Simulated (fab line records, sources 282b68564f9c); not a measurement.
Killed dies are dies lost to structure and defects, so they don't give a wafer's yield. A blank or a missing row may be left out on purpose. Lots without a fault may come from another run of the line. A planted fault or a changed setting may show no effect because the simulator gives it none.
A struck lot beside a sound one | flow rit_cmos | 41 steps out of a route of 202
Sound: wafers L378.4, L378.5, L378.6. Struck: wafers L392.3, L392.4, L392.5. The cause comes at the end.
At each step with rows: each side's tool, then ch and its chambers, then its first start. Under that, the readings that differ: sound wafers | struck wafers | difference of the means | sigmas: that difference in standard deviations of wafers without a fault.
alike: readings whose means differ by less than 2 such deviations, and words and numbers that are the same on both sides. not compared: withheld readings, readings that some wafer has no value for, bounds like >300 that may hide the same value, and numbers for which the record gives no deviation and whose values overlap.
The two part at a step that has a row with sigmas, a row that says differs or no value, or rows on one side only. Numbers that don't overlap but have no deviation are shown without sigmas and don't part them. A reading that every wafer of one side lacks parts them only if that side has two wafers or more.

first, 1 step without rows for these wafers: RIT_GATE_CLEAN_04 (cleans in dHF, time 60 s).
RIT_FOX2_THK_MEAS_91:
  sound on film_metro-01, day 3 14:10; struck on film_metro-03, day 6 11:54
  alike: FIELD_OXIDE_LEFT_2_THK
then, 2 steps without rows for these wafers: RIT_GATE_OXIDATION_05 (target thk 3 nm, ox time 270 s); RIT_GATE_ANNEAL_06 (time 600 s).
RIT_GATE_THK_MEAS_07:
  sound on film_metro-02, day 3 15:32; struck on film_metro-03, day 6 13:55
  alike: GATE_OXIDE_THK
then, 1 step without rows for these wafers: RIT_GATE_CVD_08 (deposits poly-Si from SiH4, target thk 250 nm, time 2220 s).
RIT_GATE_THK_MEAS_09:
  sound on film_metro-02, day 3 18:41; struck on film_metro-01, day 6 15:36
  reading            | sound             | struck            | difference | sigmas
  GATE_POLY_THK (nm) | 242.1 244.7 243.9 | 237.5 238.9 238.8 | -5.2       | -2
then, 5 steps without rows for these wafers: RIT_GATE_HMDS_10 (prime time 60 s); RIT_GATE_COAT_11 (resist thk 850 nm); RIT_GATE_SOFTBAKE_12 (time 60 s); RIT_GATE_EXPOSE_13 (exposes mask M6, target cd 150 nm); RIT_GATE_PEB_14.
RIT_GATE_DEVELOP_15: develop time 50 s.
  sound on litho_track-04 ch 0, day 3 19:00; struck on litho_track-04 ch 0, day 6 16:00
RIT_GATE_OVL_MEAS_17:
  sound on overlay-02, day 3 19:51; struck on overlay-01, day 6 16:37
  alike: GATE_OVL
then, 1 step without rows for these wafers: RIT_GATE_HARDBAKE_18 (time 60 s).
RIT_GATE_ETCH_19: etches poly-Si in SF6/CHF3/O2, stops on SiO2, time 165 s, target depth 312.5 nm.
  sound on rie_si-02 ch 1,2,3, day 3 20:01; struck on rie_si-02 ch 0,1, day 6 16:48
  alike: drypump_motor_current_A, he_backside_leak_sccm, oes_product_au, throttle_valve_pct
  not compared: rf_hours_counter_h
RIT_GATE_STRIP_20: strips in O2, time 180 s.
  sound on plasma_asher-02 ch 0,1, day 3 20:11; struck on plasma_asher-01 ch 0,1, day 6 16:58
  alike: drypump_motor_current_A
  not compared: rf_hours_counter_h
then, 4 steps without rows for these wafers: RIT_REOX_CLEAN_00 (cleans in SC1, time 600 s); RIT_REOX_CLEAN_01 (cleans in dHF, time 30 s); RIT_REOX_CLEAN_02 (cleans in SC2, time 600 s); RIT_REOX_OXIDATION_03 (target thk 25.2 nm, ox time 5580 s).
RIT_REOX_THK_MEAS_04:
  sound on film_metro-04, day 3 23:22; struck on film_metro-04, day 6 20:09
  alike: REOX_OXIDE_THK
then, 6 steps without rows for these wafers: RIT_NLDD_HMDS_00 (prime time 60 s); RIT_NLDD_COAT_01 (resist thk 1000 nm); RIT_NLDD_SOFTBAKE_02 (time 60 s); RIT_NLDD_EXPOSE_03 (exposes mask M7, target cd 40700 nm); RIT_NLDD_PEB_04; RIT_NLDD_DEVELOP_05 (develop time 50 s).
RIT_NLDD_OVL_MEAS_06:
  sound on overlay-01, day 4 00:16; struck on overlay-01, day 6 21:03
  reading       | sound       | struck         | difference | sigmas
  NLDD_OVL (nm) | 3.5 3.2 3.9 | -2.7 -1.2 -1.8 | -5.4       | -4
then, 2 steps without rows for these wafers: RIT_NLDD_HARDBAKE_07 (time 60 s); RIT_NLDD_IMPLANT_08.
RIT_NLDD_STRIP_09: strips in O2, time 180 s.
  sound on plasma_asher-04 ch 0,1, day 4 00:38; struck on plasma_asher-04 ch 0,1, day 6 21:33
  alike: drypump_motor_current_A
  not compared: rf_hours_counter_h
RIT_NLDD_TW_MEAS_10:
  sound on film_metro-02, day 4 00:47; struck on film_metro-04, day 6 21:41
  alike: NLDD_TW
then, 6 steps without rows for these wafers: RIT_PLDD_HMDS_00 (prime time 60 s); RIT_PLDD_COAT_01 (resist thk 1000 nm); RIT_PLDD_SOFTBAKE_02 (time 60 s); RIT_PLDD_EXPOSE_03 (exposes mask M8, target cd 40900 nm); RIT_PLDD_PEB_04; RIT_PLDD_DEVELOP_05 (develop time 50 s).
RIT_PLDD_OVL_MEAS_06:
  sound on overlay-01, day 4 01:41; struck on overlay-01, day 6 22:35
  alike: PLDD_OVL
RIT_M1_PROBE_99:
  sound on prober-01, day 4 16:57; struck on prober-01, day 7 12:59
  reading                             | sound             | struck            | difference | sigmas
  model.etest.pmos_0p3.r_on_ohm_um    | 6416 6431 6376    | 7092 6918 6776    | +521       |
  model.etest.pmos_0p15.r_on_ohm_um   | 2716 2798 2777    | 3425 3351 3258    | +581       |
  model.etest.pmos_turned.r_on_ohm_um | 3345 3487 3429    | 4015 3965 3892    | +537       |
  model.etest.nmos_0p3.r_on_ohm_um    | 2122 2162 2138    | 2329 2308 2246    | +154       |
  model.etest.nmos_0p15.r_on_ohm_um   | 1065 1112 1083    | 1279 1252 1210    | +160       |
  model.etest.nmos_0p15.drive_ua_um   | 488.3 479.5 481.1 | 392.1 399.1 404   | -84.6      |
  model.etest.pmos_0p15.drive_ua_um   | 260.9 254.9 252.2 | 199.1 206.8 208.1 | -51.3      |
  model.etest.nmos_turned.drive_ua_um | 348 333 337.4     | 306.1 308.6 309.2 | -31.5      |

WHERE THEY PART
First at RIT_GATE_THK_MEAS_09; last, within this record, at RIT_NLDD_OVL_MEAS_06. Later steps at which nothing parts them and some readings are alike: RIT_NLDD_STRIP_09, RIT_NLDD_TW_MEAS_10, RIT_PLDD_OVL_MEAS_06.

WHY: what the simulator had put in
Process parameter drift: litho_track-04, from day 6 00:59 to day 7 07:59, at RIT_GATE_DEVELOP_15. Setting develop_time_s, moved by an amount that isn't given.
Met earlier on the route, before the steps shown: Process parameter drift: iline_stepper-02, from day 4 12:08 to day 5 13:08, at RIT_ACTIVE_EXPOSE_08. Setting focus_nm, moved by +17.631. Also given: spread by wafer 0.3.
